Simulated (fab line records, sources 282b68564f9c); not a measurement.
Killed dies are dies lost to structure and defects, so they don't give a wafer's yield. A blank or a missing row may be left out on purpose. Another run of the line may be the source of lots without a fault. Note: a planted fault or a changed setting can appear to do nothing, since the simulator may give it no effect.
Struck lot and sound lot, side by side + flow ritCmos + 28 out of 202 route steps
Sound: wafers L740.1, L740.3, L740.6. Wafers L746.3, L746.5, L746.6 were the ones struck. The cause is named last.
Per side, at each step with rows, come the tool, then ch with its chambers, and then its first start. Under that, the readings that differ: sound wafers + struck wafers + difference of the means + sigmas: that difference in standard deviations of wafers without a fault.
alike: same words and numbers on both sides, and readings whose means sit less than 2 such deviations apart. not compared: any withheld reading, any reading some wafer has no value for, any bound like >300 that may hide the same value, and any number with overlapping values for which the record gives no deviation.
A row with sigmas, a row that says differs or no value, or rows on one side alone: a step with any of these is where the two part. Non-overlapping numbers with no deviation appear without sigmas and do not part them. Lack of a reading on every wafer of one side parts them only where that side has two or more wafers.

RIT_ACTIVE_BOW_MEAS_00:
  sound: filmMetro-03 at day 1 20:00; struck: filmMetro-04 at day 3 02:02
  alike: INCOMING_BOW
RIT_ACTIVE_OXIDATION_01: target thk 46.8 nm, ox time 3360 s.
  sound on furnace-04 ch 0, day 1 21:21; struck on furnace-04 ch 0, day 3 02:07
| reading                                      | sound                | struck               | difference | sigmas      |
|----------------------------------------------|----------------------|----------------------|------------|-------------|
| spikeTcCentreC (C)                           | 1004.7 1005.5 1003.6 | 1027.6 1027.5 1030.3 | +23.9      | +14         |
| spikeTcLoadC (C)                             | 1023.1 1025.5 1021.2 | 1047.3 1047.8 1050.2 | +25.2      | +9          |
| spikeTcSourceC (C)                           | 1027.2 1025.1 1026.9 | 1052.8 1053.2 1053.5 | +26.8      | +16         |
| tubeCenterTempC (C)                          | 999.97 1000 999.95   | 1025 1025.2 1025.1   | +25        | +99 or more |
| tube_center_temp_C_max                       | 1002.8 1002.4 1002.9 | 1027.5 1027.8 1029.4 | +25.5      | +59         |
| model.SiO2_of_ACTIVE_OXIDATION_01.thkNm (nm) | 47.58 46.04 46.51    | 59.51 58.64 59.14    | +12.39     |             |
RIT_ACTIVE_THK_MEAS_02:
  sound: filmMetro-02 at day 1 23:17; struck: filmMetro-04 at day 3 04:04
| reading               | sound          | struck         | difference | sigmas |
|-----------------------|----------------|----------------|------------|--------|
| ACTIVE_OXIDE_THK (nm) | 47.6 46.0 46.5 | 59.5 58.7 59.2 | +12.4      | +16    |
then, 1 step without rows for these wafers: RIT_ACTIVE_CVD_03 (deposits Si3N4 from SiH2Cl2/NH3, target thk 150 nm, time 1500 s).
RIT_ACTIVE_THK_MEAS_04:
  sound: filmMetro-03 at day 2 00:46; struck: filmMetro-03 at day 3 06:33
  alike: ACTIVE_NITRIDE_THK
then, 6 steps without rows for these wafers: RIT_ACTIVE_HMDS_05 (prime time 60 s); RIT_ACTIVE_COAT_06 (resist thk 1007 nm); RIT_ACTIVE_SOFTBAKE_07 (time 60 s); RIT_ACTIVE_EXPOSE_08 (exposes mask M1, target cd 1400 nm); RIT_ACTIVE_PEB_09; RIT_ACTIVE_DEVELOP_10 (develop time 50 s).
RIT_ACTIVE_CD_MEAS_11 targets a cd of 1400 nm.
  sound: cdSem-01 at day 2 01:48; struck: cdSem-01 at day 3 07:41
  alike: cdNm
then, 1 step without rows for these wafers: RIT_ACTIVE_HARDBAKE_12 (time 60 s).
RIT_ACTIVE_ETCH_13: etches Si3N4 in SF6, stops on SiO2, time 210 s, target depth 210 nm.
  sound on rieDiel-03 ch 0,3, day 2 02:04; struck on rieDiel-04 ch 0,1,3, day 3 07:55
  alike: drypumpMotorCurrentA, oesProductAu, throttleValvePct
  not compared: rfHoursCounterH
RIT_ACTIVE_STRIP_14: strips in O2, time 180 s.
  sound on plasmaAsher-02 ch 0,1, day 2 02:12; struck on plasmaAsher-01 ch 0,1, day 3 08:07
  alike: drypumpMotorCurrentA
  not compared: rfHoursCounterH
RIT_ACTIVE_CD_MEAS_90 targets a cd of 1400 nm.
  sound: cdSem-01 at day 2 02:23; struck: cdSem-01 at day 3 08:16
  alike: cdNm
then, 4 steps without rows for these wafers: RIT_ACTIVE_CLEAN_15 (cleans in SC1, time 600 s); RIT_ACTIVE_CLEAN_16 (cleans in dHF, time 30 s); RIT_ACTIVE_CLEAN_17 (cleans in SC2, time 600 s); RIT_FOX1_OXIDATION_00 (target thk 350.7 nm, ox time 1130 s).
RIT_FOX1_THK_MEAS_01:
  sound: filmMetro-01 at day 2 04:11; struck: filmMetro-03 at day 3 10:03
  alike: FOX1_OXIDE_THK
then, 2 steps without rows for these wafers: RIT_FOX1_WET_ETCH_02 (etches SiO2 in BOE, target depth 350 nm, time 400.1 s); RIT_FOX2_OXIDATION_00 (target thk 350.7 nm, ox time 1130 s).
RIT_FOX2_THK_MEAS_01:
  sound: filmMetro-04 at day 2 05:40; struck: filmMetro-01 at day 3 11:33
  alike: FOX2_OXIDE_THK
then, 1 step without rows for these wafers: RIT_FOX2_CLEAN_02 (cleans in dHF, time 180 s).
RIT_FOX2_WET_ETCH_03: etches Si3N4 in H3PO4, target depth 195 nm, time 2700 s.
  sound on wetBench-02 ch 0, day 2 05:47; struck on wetBench-02 ch 1, day 3 11:39
| reading                                      | sound            | struck            | difference | sigmas |
|----------------------------------------------|------------------|-------------------|------------|--------|
| model.SiO2_of_ACTIVE_OXIDATION_01.thkNm (nm) | 42.21 40.86 41.3 | 52.77 51.75 52.42 | +10.86     |        |
  alike: tempC
RIT_FOX2_THK_MEAS_90:
  sound: filmMetro-01 at day 2 06:33; struck: filmMetro-01 at day 3 12:26
  alike: FIELD_OXIDE_LEFT_1_THK
RIT_M1_PROBE_99:
  sound: prober-02 at day 3 22:28; struck: prober-01 at day 5 02:13
| reading                           | sound             | struck            | difference | sigmas |
|-----------------------------------|-------------------|-------------------|------------|--------|
| model.etest.nldd.widthNm (nm)     | 3147 3183 3170    | 3056 3084 3054    | -102       |        |
| model.etest.pldd.widthNm (nm)     | 3157 3181 3196    | 3071 3077 3068    | -106       |        |
| model.etest.nplusSal.widthNm (nm) | 3464 3443 3431    | 3389 3406 3390    | -51        |        |
| model.etest.nmosNarrow.driveUaUm  | 229.5 236.5 235.9 | 190 194.3 188.8   | -43        |        |
| model.etest.pmosNarrow.driveUaUm  | 101.8 105.2 103.2 | 85.17 87.01 85.15 | -17.62     |        |
| model.etest.nmos_0p3.driveUaUm    | 229.5 233.5 234   | 210 208.4 207.6   | -24        |        |
  alike: killedAtContacts, killedAtFrontEnd, killedDies, killedOpen, killedShort
  not compared: model.etest.pplusSal.widthNm, model.etest.wellEdgeRight.lineOhmUm

WHERE THEY PART
First at RIT_ACTIVE_OXIDATION_01; last, within this record, at RIT_ACTIVE_THK_MEAS_02. Later steps at which nothing parts them and some readings are alike: RIT_ACTIVE_THK_MEAS_04, RIT_ACTIVE_CD_MEAS_11, RIT_ACTIVE_ETCH_13, RIT_ACTIVE_STRIP_14, RIT_ACTIVE_CD_MEAS_90, RIT_FOX1_THK_MEAS_01, RIT_FOX2_THK_MEAS_01, RIT_FOX2_WET_ETCH_03, RIT_FOX2_THK_MEAS_90, RIT_M1_PROBE_99.

WHY: the cause the simulator had injected
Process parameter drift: furnace-04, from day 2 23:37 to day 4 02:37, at RIT_ACTIVE_OXIDATION_01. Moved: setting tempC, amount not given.
